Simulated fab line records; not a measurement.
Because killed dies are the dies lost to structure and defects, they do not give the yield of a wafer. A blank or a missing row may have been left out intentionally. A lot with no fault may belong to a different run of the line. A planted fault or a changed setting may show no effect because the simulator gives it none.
fab line records + flow berkeley_cmos170
record
- lots=15
- wafers=45
- last_day=12
route steps=331 shown PVT@119
lots that met no fault: taken from a fault-free run of the same line
start_h: the number of hours between the record's first day and the start of the first shown wafer of the lot + wait_h: time in hours since the lot's previous step + " same as the row above + L1.1+2: one row covering several wafers at once + - no value present, or no start provided + * or withheld: withheld + < > ~ a bound
route shown NAME@n: NAME is a module with steps in the file, n the number in the route of the first one + usual: average and standard deviation across the fault-free wafers + same: alike in all rows + chamber/n: place in a boat + sites: each site's reading + _std_site: standard deviation across them + _edge_site: mean of outer sites minus mean of inner sites + radius_mm: how far each site lies from the wafer's centre + mask NAME#n: copy n + behind: the last tool/chamber to shape the wafer + hold: why the lot was held/for how many hours/how that ended + device: the transistor (n, p or np) that didn't switch + end of line: the route-end tests of the same wafers + a step without rows: its recipe alone + killed: the dies lost at the first sort to structure and to defects; this is not the yield of the wafer + map: dies across one wafer; x = killed, . = not, _ = none there
set.NAME: the setting the step ran with; set.NAME@STEP: the setting that earlier step ran with + model.NAME: the simulator's own value behind a step, which no gauge read
steps of the route over a sample of lots; a table a step, a row a wafer
## steps
# step UCB170_PVT_PEB_04
# recipe
- peb_temp_c=130
- peb_time_s=withheld
- resist=KrF
# usual
- chill_plate_temp_C=23.00/0.12
- exhaust_pa=45.1/0.94
| lot.wafer | tool           | chamber | start_h | wait_h | chill_plate_temp_C | exhaust_pa |
|-----------|----------------|---------|---------|--------|--------------------|------------|
| L149.1    | litho_track-01 | 0       | 132.91  | 0.2    | 23.10              | 45.3       |
| L149.2    | "              | 0       | "       | "      | 22.97              | 44.5       |
| L149.4    | "              | 0       | "       | "      | 23.02              | 45.4       |
| L151.1    | litho_track-01 | 0       | 146.43  | 0.2    | 23.22              | 44.6       |
| L151.2    | "              | 0       | "       | "      | 23.15              | 45.3       |
| L151.4    | "              | 0       | "       | "      | 23.02              | 43.6       |
| L156.2    | litho_track-02 | 0       | 163.33  | 0.6    | 22.91              | 44.3       |
| L156.4    | "              | 0       | "       | "      | 23.04              | 44.9       |
| L156.6    | "              | 0       | "       | "      | 23.05              | 45.5       |
| L155.1    | litho_track-02 | 0       | 164.13  | 0.9    | 22.84              | 45.6       |
| L155.3    | "              | 0       | "       | "      | 22.82              | 44.6       |
| L155.6    | "              | 0       | "       | "      | 22.84              | 46.1       |
| L154.1    | litho_track-02 | 0       | 164     | -      | 22.88              | 45.0       |
| L154.5    | "              | 0       | "       | "      | 22.78              | 43.7       |
| L154.6    | "              | 0       | "       | "      | 22.80              | 44.2       |
| L159.1    | litho_track-04 | 0       | 171.81  | 0.1    | 22.99              | 45.1       |
| L159.3    | "              | 0       | "       | "      | 23.00              | 46.2       |
| L159.5    | "              | 0       | "       | "      | 23.11              | 44.1       |
| L158.4    | litho_track-02 | 0       | 172.54  | 0.1    | 23.00              | 44.2       |
| L158.5    | "              | 0       | "       | "      | 23.08              | 44.9       |
| L158.6    | "              | 0       | "       | "      | 23.09              | 44.3       |
| L160.1    | litho_track-01 | 0       | 187.37  | 0.1    | 22.75              | 43.8       |
| L160.2    | "              | 0       | "       | "      | 22.78              | 44.7       |
| L160.6    | "              | 0       | "       | "      | 22.89              | 44.7       |
| L162.1    | litho_track-02 | 0       | 196.16  | 0.2    | 23.00              | 46.1       |
| L162.2    | "              | 0       | "       | "      | 22.97              | 45.5       |
| L162.6    | "              | 0       | "       | "      | 23.05              | 44.7       |
| L163.1    | litho_track-02 | 0       | 207.49  | 0.1    | 22.91              | 45.1       |
| L163.2    | "              | 0       | "       | "      | 22.89              | 44.7       |
| L163.6    | "              | 0       | "       | "      | 22.94              | 45.4       |
| L164.1    | litho_track-01 | -       | 207.71  | 0.1    | -                  | -          |
| L164.4    | "              | -       | "       | "      | -                  | -          |
| L164.5    | "              | -       | "       | "      | -                  | -          |
| L165.3    | litho_track-01 | -       | 220.57  | 0.1    | -                  | -          |
| L165.5    | "              | -       | "       | "      | -                  | -          |
| L165.6    | "              | -       | "       | "      | -                  | -          |
| L166.3    | litho_track-01 | -       | 220.84  | 0.2    | -                  | -          |
| L166.4    | "              | -       | "       | "      | -                  | -          |
| L166.6    | "              | -       | "       | "      | -                  | -          |
| L167.2    | litho_track-01 | 0       | 232.31  | 0.1    | 22.83              | 45.0       |
| L167.4    | "              | 0       | "       | "      | 22.99              | 44.7       |
| L167.6    | "              | 0       | "       | "      | 22.92              | 44.2       |
| L172.1    | litho_track-02 | 0       | 242.38  | 0.1    | 23.17              | 46.5       |
| L172.5    | "              | 0       | "       | "      | 23.17              | 45.6       |
| L172.6    | "              | 0       | "       | "      | 22.96              | 45.0       |
## key
first_sign
- step=UCB170_PVT_PEB_04
- reading=tool_record
- direction=missing
effect none on later readings
met_at UCB170_PVT_PEB_04
struck_lots L164,L165,L166
sort_left_out L164.1,L164.4,L164.5,L165.3,L165.5,L165.6,L166.3,L166.4,L166.6
tester_left_out L164,L165,L166
onset_between 187.37 207.71
fault
- kind=skipped_step_whole
- tool=litho_track-01
- chamber=-
- onset_h=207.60
- steps=UCB170_PVT_PEB_04
- scope=struck_lots_only
# tester_left_out: of these lots the tester's yield and bins aren't shown, on N5 and GAA mostly nor the transistor test; their killed dies are dies lost to structure and defects alone, not to doping, threshold or leakage, so they don't give the yield
# sort_left_out: the simulated sort isn't trusted on such a fault, so these wafers' sort isn't shown, and their yield isn't known
